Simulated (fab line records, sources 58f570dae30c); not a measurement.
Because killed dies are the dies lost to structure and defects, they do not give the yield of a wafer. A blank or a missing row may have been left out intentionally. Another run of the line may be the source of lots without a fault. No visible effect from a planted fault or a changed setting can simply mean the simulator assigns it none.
Split-lot trial :: flow berkeleyCmos170 :: 23 wafers read across 5 lots, on a route 331 steps long

## ABOUT THE SPLIT
At UCB170_V2_CVD_00 (deposits SiO2 from TEOS/O2, target thk 2000 nm, time 250 s), the setting timeS was moved away from the recipe's 250 s on 10 of the 23 wafers read, by -9.8% to +11.7%. The other wafers ran this setting at the recipe's value.

There is no step in the file separating the split from the reading.

## THE READING
At UCB170_V2_THK_MEAS_01: V2_TEOS_THK, given in nm. Fault-free wafers of this fab line usually give 2004 nm, standard deviation 27 nm.

wafer: L074.2
tool, chamber at the split: pecvd-04, 0
timeS as run, s: 225.6
against the recipe: -9.8%
V2_TEOS_THK, nm: 1779
against lot-mates on the recipe: -213

wafer: L074.3
tool, chamber at the split: pecvd-04, 2
timeS as run, s: 225.6
against the recipe: -9.8%
V2_TEOS_THK, nm: 1789
against lot-mates on the recipe: -203

wafer: L074.4
tool, chamber at the split: pecvd-04, 2
timeS as run, s: 225.6
against the recipe: -9.8%
V2_TEOS_THK, nm: 1819
against lot-mates on the recipe: -173

wafer: L074.5
tool, chamber at the split: pecvd-04, 1
timeS as run, s: 250
against the recipe: recipe
V2_TEOS_THK, nm: 1982
against lot-mates on the recipe: -

wafer: L074.6
tool, chamber at the split: pecvd-04, 0
timeS as run, s: 250
against the recipe: recipe
V2_TEOS_THK, nm: 2002
against lot-mates on the recipe: -

wafer: L076.1
tool, chamber at the split: pecvd-04, 0
timeS as run, s: 250
against the recipe: recipe
V2_TEOS_THK, nm: 1962
against lot-mates on the recipe: -

wafer: L076.2
tool, chamber at the split: pecvd-04, 1
timeS as run, s: 234.1
against the recipe: -6.4%
V2_TEOS_THK, nm: 1830
against lot-mates on the recipe: -173

wafer: L076.3
tool, chamber at the split: pecvd-04, 2
timeS as run, s: 234.1
against the recipe: -6.4%
V2_TEOS_THK, nm: 1820
against lot-mates on the recipe: -183

wafer: L076.4
tool, chamber at the split: pecvd-04, 2
timeS as run, s: 250
against the recipe: recipe
V2_TEOS_THK, nm: 2017
against lot-mates on the recipe: -

wafer: L076.5
tool, chamber at the split: pecvd-04, 0
timeS as run, s: 250
against the recipe: recipe
V2_TEOS_THK, nm: 2029
against lot-mates on the recipe: -

wafer: L078.1
tool, chamber at the split: pecvd-03, 2
timeS as run, s: 250
against the recipe: recipe
V2_TEOS_THK, nm: 1978
against lot-mates on the recipe: -

wafer: L078.3
tool, chamber at the split: pecvd-03, 0
timeS as run, s: 250
against the recipe: recipe
V2_TEOS_THK, nm: 2006
against lot-mates on the recipe: -

wafer: L078.6
tool, chamber at the split: pecvd-03, 1
timeS as run, s: 250
against the recipe: recipe
V2_TEOS_THK, nm: 2007
against lot-mates on the recipe: -

wafer: L083.1
tool, chamber at the split: pecvd-03, 2
timeS as run, s: 250
against the recipe: recipe
V2_TEOS_THK, nm: 2008
against lot-mates on the recipe: -

wafer: L083.2
tool, chamber at the split: pecvd-03, 0
timeS as run, s: 233.8
against the recipe: -6.5%
V2_TEOS_THK, nm: 1889
against lot-mates on the recipe: -143

wafer: L083.4
tool, chamber at the split: pecvd-03, 2
timeS as run, s: 233.8
against the recipe: -6.5%
V2_TEOS_THK, nm: 1903
against lot-mates on the recipe: -129

wafer: L083.5
tool, chamber at the split: pecvd-03, 1
timeS as run, s: 250
against the recipe: recipe
V2_TEOS_THK, nm: 2056
against lot-mates on the recipe: -

wafer: L083.6
tool, chamber at the split: pecvd-03, 0
timeS as run, s: 233.8
against the recipe: -6.5%
V2_TEOS_THK, nm: 1933
against lot-mates on the recipe: -99

wafer: L085.1
tool, chamber at the split: pecvd-04, 0
timeS as run, s: 279.3
against the recipe: +11.7%
V2_TEOS_THK, nm: 2226
against lot-mates on the recipe: +213

wafer: L085.2
tool, chamber at the split: pecvd-04, 1
timeS as run, s: 250
against the recipe: recipe
V2_TEOS_THK, nm: 1986
against lot-mates on the recipe: -

wafer: L085.4
tool, chamber at the split: pecvd-04, 2
timeS as run, s: 279.3
against the recipe: +11.7%
V2_TEOS_THK, nm: 2276
against lot-mates on the recipe: +263

wafer: L085.5
tool, chamber at the split: pecvd-04, 1
timeS as run, s: 250
against the recipe: recipe
V2_TEOS_THK, nm: 2016
against lot-mates on the recipe: -

wafer: L085.6
tool, chamber at the split: pecvd-04, 0
timeS as run, s: 250
against the recipe: recipe
V2_TEOS_THK, nm: 2036
against lot-mates on the recipe: -

THE FIT
A straight line over all 23 wafers: V2_TEOS_THK changes by +21 nm for each +1% of timeS; r = +0.97; the points scatter about the line by 31 nm.
The same after taking each lot's own level away (the mean of its wafers on the recipe; 23 wafers): +20.7 nm for each +1%; r = +0.98; scatter 25 nm.
The reading moves by 2.4e+02 nm for the largest change in timeS, on that fit.
The span of the lots' own levels, 1992.0 to 2032.0 nm, comes to 1.5 times the standard deviation stated above.
Consequently the slope shifts little with the lot-to-lot level, the two slopes agreeing.
Check: with one of the wafers moved furthest among these (+11.7%) left out of the fit, the line predicts +253 nm for it against its lot-mates. Against them it came out at +213 nm.

## ADDITIONAL SPLITS CARRIED BY THESE WAFERS
Other splits were also applied to these wafers ahead of the reading. Each is held against what the fit with the lots' levels taken away leaves over:
other split on the same wafers: UCB170_M2_PEB_13 pebTempC
wafers away from the commonest value: 11
r with V2_TEOS_THK (lot level and that fit taken away): +0.05

## THE WHOLE CHAIN: every reading that the file lists as answering this split, in the file's order
step: UCB170_V2_CVD_00
what it does: deposits SiO2 from TEOS/O2, target thk 2000 nm, time 250 s
reading: SiO2_of_V2_CVD_00.thkNm (the simulator's own value, which no gauge read)
change (the file's fit): +20.8 nm for each +1% of the setting
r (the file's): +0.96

step: UCB170_V2_THK_MEAS_01
what it does: 
reading: V2_TEOS_THK
change (the file's fit): +21.1 for each +1% of the setting
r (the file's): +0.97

## THE FILE'S OWN FIT
V2_TEOS_THK changes by +21.1 nm for each +1% of timeS, r = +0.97.
